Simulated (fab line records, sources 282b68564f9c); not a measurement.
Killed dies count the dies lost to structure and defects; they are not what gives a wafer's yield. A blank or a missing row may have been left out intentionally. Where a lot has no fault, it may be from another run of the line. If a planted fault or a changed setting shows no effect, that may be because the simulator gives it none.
Which tool was responsible?    flow rit_cmos    42 wafers from 14 lots sampled at 5 of the route's 202 steps

## WHAT THE GAUGES READ, wafer by wafer
RIT_PRETRO_TW_MEAS_10. Usual: PRETRO_TW gives 474 (standard deviation 6).
lot   measured     on             PRETRO_TW                flag
L717  day 2 09:18  film_metro-02  469 468 470              
L719  day 2 20:47  film_metro-02  469 471 468              
L720  day 2 23:05  film_metro-04  476 481 478              
L722  day 3 11:19  film_metro-04  454 456 453              OFF
L723  day 3 16:17  film_metro-02  445 447 451 449 449 448  OFF
L724  day 3 19:40  film_metro-04  470 477 477              
L732  day 5 12:40  film_metro-04  483 481 481              
L733  day 5 17:30  film_metro-02  473 471 469              
L734  day 5 23:10  film_metro-04  483 480 480              
L736  day 6 10:49  film_metro-04  477 481 480              
L737  day 6 12:22  film_metro-04  478 480 479              
L738  day 6 18:54  film_metro-02  476 479 478              
L739  day 7 00:10  film_metro-04  479 479 481              
L740  day 7 05:04  film_metro-04  480 481 478              

RIT_CONTACT_CD_MEAS_90 targets a cd of 1000 nm. Usual: 999.9 nm for cd_nm, sd 2.1.
lot   measured     on         cd_nm (nm)            flag
L717  day 3 06:37  cd_sem-01  997.8 996.7 997.7     
L719  day 3 19:27  cd_sem-01  999.5 997.8 997.5     
L720  day 3 21:27  cd_sem-01  1002.2 998.4 1000.9   
L722  day 4 08:03  cd_sem-01  1002.4 1003.5 1002.4  
L723  day 4 21:38  cd_sem-01  995.9 999.2 997.1     
L724  day 4 19:43  cd_sem-01  997.4 997.7 997.6     
L732  day 6 10:04  cd_sem-02  999.5 999.1 998.1     
L733  day 6 15:24  cd_sem-02  1003.7 1004.0 1003.2  
L734  day 6 22:42  cd_sem-02  1001.2 1000.3 1000.2  
L736  day 7 08:30  cd_sem-01  997.1 997.4 997.8     
L737  day 7 11:02  cd_sem-02  1003.4 1002.3 1002.7  
L738  day 7 17:31  cd_sem-01  1001.4 999.6 1000.1   
L739  day 7 23:28  cd_sem-02  999.5 1000.5 998.3    
L740  day 8 01:01  cd_sem-01  1001.6 999.5 1001.8   

RIT_M1_CD_MEAS_90 targets a cd of 2600 nm. Usual: 2597.8 nm for cd_nm, sd 2.5.
lot   measured     on         cd_nm (nm)            flag
L717  day 3 09:40  cd_sem-01  2596.1 2598.9 2597.4  
L719  day 3 22:13  cd_sem-01  2598.2 2599.2 2599.5  
L720  day 4 00:15  cd_sem-01  2596.8 2600.3 2600.3  
L722  day 4 10:55  cd_sem-01  2596.2 2600.3 2598.6  
L723  day 5 00:25  cd_sem-01  2591.6 2597.4 2594.3  
L724  day 4 22:29  cd_sem-01  2598.8 2598.3 2597.9  
L732  day 6 12:56  cd_sem-01  2597.7 2593.3 2596.4  
L733  day 6 18:16  cd_sem-02  2603.1 2602.7 2601.7  
L734  day 7 01:27  cd_sem-01  2598.2 2596.9 2599.4  
L736  day 7 11:22  cd_sem-02  2591.0 2593.3 2593.3  
L737  day 7 14:13  cd_sem-01  2600.2 2603.4 2599.7  
L738  day 7 20:31  cd_sem-02  2597.6 2593.9 2598.5  
L739  day 8 02:16  cd_sem-02  2594.3 2598.6 2594.2  
L740  day 8 04:07  cd_sem-01  2598.4 2597.8 2593.4  

RIT_M1_BOW_MEAS_16. Usual: M1_BOW gives 18 um (standard deviation 6.7).
lot   measured     on             M1_BOW (um)  flag
L717  day 3 11:17  film_metro-03  21 8 18      
L719  day 3 23:50  film_metro-03  13 14 0      
L720  day 4 01:52  film_metro-03  36 6 16      
L722  day 4 12:32  film_metro-02  12 16 19     
L723  day 5 02:02  film_metro-02  20 16 30     
L724  day 5 00:06  film_metro-02  22 20 17     
L732  day 6 14:33  film_metro-03  20 13 9      
L733  day 6 19:56  film_metro-02  8 21 20      
L734  day 7 03:04  film_metro-03  8 21 17      
L736  day 7 12:59  film_metro-03  13 19 17     
L737  day 7 15:50  film_metro-03  27 26 9      
L738  day 7 22:08  film_metro-02  9 19 21      
L739  day 8 03:53  film_metro-01  23 20 34     
L740  day 8 05:44  film_metro-01  18 23 8      

## WHICH TOOL RAN EACH LOT (tool, then ch and the chambers of the sampled wafers, then the start)
lot   RIT_PRETRO_IMPLANT_08
L717  implanter-03 ch 0, day 2 08:59
L719  implanter-01 ch 0, day 2 20:28
L720  implanter-01 ch 0, day 2 22:47
L722  implanter-01 ch 0, day 3 10:59
L723  implanter-01 ch 0, day 3 15:59
L724  implanter-03 ch 0, day 3 19:22
L732  implanter-02 ch 0, day 5 12:22
L733  implanter-02 ch 0, day 5 17:11
L734  implanter-03 ch 0, day 5 22:53
L736  implanter-02 ch 0, day 6 10:29
L737  implanter-01 ch 0, day 6 12:04
L738  implanter-01 ch 0, day 6 18:35
L739  implanter-01 ch 0, day 6 23:50
L740  implanter-02 ch 0, day 7 04:47
- RIT_PRETRO_IMPLANT_08

## WHAT THE TOOLS THEMSELVES READ (means of the sampled wafers that have a number; where no wafer has one, the mark that the record gives instead)
The record holds no such reading with a usual standard deviation.

## THE ANSWER, worked out from the rows above alone
Rule: a lot counts as off when the mean over its wafers that have a number is more than 3 standard deviations away from the usual mean. Also off: a lot with no number at a reading for which 4 or more lots have one. Any other lot the step has rows for is counted as sound. First the gauges in route order, then the tools' own readings, where a lot's mean is used as printed above. At the first step where some lot is off, the reading lying furthest off is the one used; lots without a number count as furthest.
Off: L722, L723, at RIT_PRETRO_TW_MEAS_10 (PRETRO_TW).
If a tool, at a process step before that reading, ran all the lots that are off and no sound lot after the first of them, it fits. Those tools and the gauges at RIT_PRETRO_TW_MEAS_10 are tried in the same way. No candidate that was tried fits.

## WHAT THE SIMULATOR HAD INSERTED
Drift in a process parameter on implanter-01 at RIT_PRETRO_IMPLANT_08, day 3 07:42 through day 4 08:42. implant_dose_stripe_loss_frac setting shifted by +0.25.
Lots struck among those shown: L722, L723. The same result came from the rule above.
